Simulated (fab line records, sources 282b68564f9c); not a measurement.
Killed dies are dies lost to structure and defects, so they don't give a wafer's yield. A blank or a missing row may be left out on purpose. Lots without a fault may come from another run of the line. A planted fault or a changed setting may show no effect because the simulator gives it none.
Which tool did it? | flow rit_cmos | 14 lots, 42 wafers sampled, at 2 steps of a route of 202

WHAT THE GAUGES READ, wafer by wafer
RIT_CONTACT_OVL_MEAS_09. Usual: CONTACT_OVL 0.5 nm, standard deviation 1.7.
lot  | measured    | on         | CONTACT_OVL (nm)                    | flag
L283 | day 3 10:25 | overlay-01 | -0.3 1.4 1.1                        |
L284 | day 3 17:02 | overlay-02 | 5.4 3.4 4.8                         |
L286 | day 4 03:02 | overlay-01 | -0.7 0.1 0.7                        |
L288 | day 4 10:37 | overlay-01 | 0.6 1.3 -0.3                        |
L291 | day 4 22:18 | overlay-01 | -0.1 -1.6 -0.1                      |
L292 | day 5 06:04 | overlay-02 | -0.2 -0.4 -1.0                      |
L293 | day 5 13:59 | overlay-02 | 2.5 1.0 2.2                         |
L295 | day 5 17:58 | overlay-02 | -1.1 -1.0 -2.5                      |
L299 | day 6 19:27 | overlay-01 | -2.1 0.6 0.0                        |
L301 | day 7 05:36 | overlay-02 | 350.0 349.8 347.9 348.7 348.6 347.8 | OFF
L302 | day 7 21:58 | overlay-02 | 350.0 352.3 348.3 349.5 350.8 347.7 | OFF
L303 | day 8 04:04 | overlay-02 | -3.5 -0.7 0.3                       |
L305 | day 8 05:53 | overlay-02 | 3.1 3.2 3.6                         |
L306 | day 8 14:14 | overlay-01 | -2.7 1.3 0.7                        |

WHICH TOOL RAN EACH LOT (tool, then ch and the chambers of the sampled wafers, then the start)
lot  | RIT_CONTACT_EXPOSE_05
L283 | iline_stepper-01 ch 0, day 3 09:46
L284 | iline_stepper-02 ch 0, day 3 16:22
L286 | iline_stepper-02 ch 0, day 4 02:25
L288 | iline_stepper-02 ch 0, day 4 09:59
L291 | iline_stepper-01 ch 0, day 4 21:41
L292 | iline_stepper-02 ch 0, day 5 05:25
L293 | iline_stepper-01 ch 0, day 5 13:22
L295 | iline_stepper-01 ch 0, day 5 17:20
L299 | iline_stepper-02 ch 0, day 6 18:49
L301 | iline_stepper-02 ch 0, day 7 04:58
L302 | iline_stepper-02 ch 0, day 7 21:20
L303 | iline_stepper-01 ch 0, day 8 03:23
L305 | iline_stepper-01 ch 0, day 8 05:16
L306 | iline_stepper-01 ch 0, day 8 13:37
- RIT_CONTACT_EXPOSE_05: exposes mask M11, target cd 1000 nm.

WHAT THE TOOLS THEMSELVES READ (means of the sampled wafers that have a number; where no wafer has one, the mark that the record gives instead)
The record holds no such reading with a usual standard deviation.

THE ANSWER, worked out from the rows above alone
Rule: a lot is off if the mean of its wafers that have a number lies more than 3 standard deviations from the usual mean. A lot without any number at a reading at which 4 lots or more have one is off too. The other lots that the step has rows for count as sound. The gauges are gone through in route order, then the tools' own readings, and for those a lot's mean is taken as printed above. The first step at which some lot is off is used, and at that step the reading that is off furthest; a lot without a number counts as furthest.
Off: L301, L302, at RIT_CONTACT_OVL_MEAS_09 (CONTACT_OVL).
A tool fits if, at a process step before that reading, it ran every lot that is off, and no sound lot after the first of them. The gauges at RIT_CONTACT_OVL_MEAS_09 are tried like those tools. One fits: iline_stepper-02 at RIT_CONTACT_EXPOSE_05. Its last sound lot is L299 (day 6 18:49), its first lot that is off L301 (day 7 04:58): a fault that began between those two fits.

WHAT THE SIMULATOR HAD PUT IN
Scanner matching overlay: iline_stepper-02, from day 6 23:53 on, at RIT_CONTACT_EXPOSE_05. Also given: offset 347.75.
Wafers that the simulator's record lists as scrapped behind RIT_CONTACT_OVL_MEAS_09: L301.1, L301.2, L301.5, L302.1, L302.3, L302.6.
Lots struck among those shown: L301, L302. The rule above found the same.
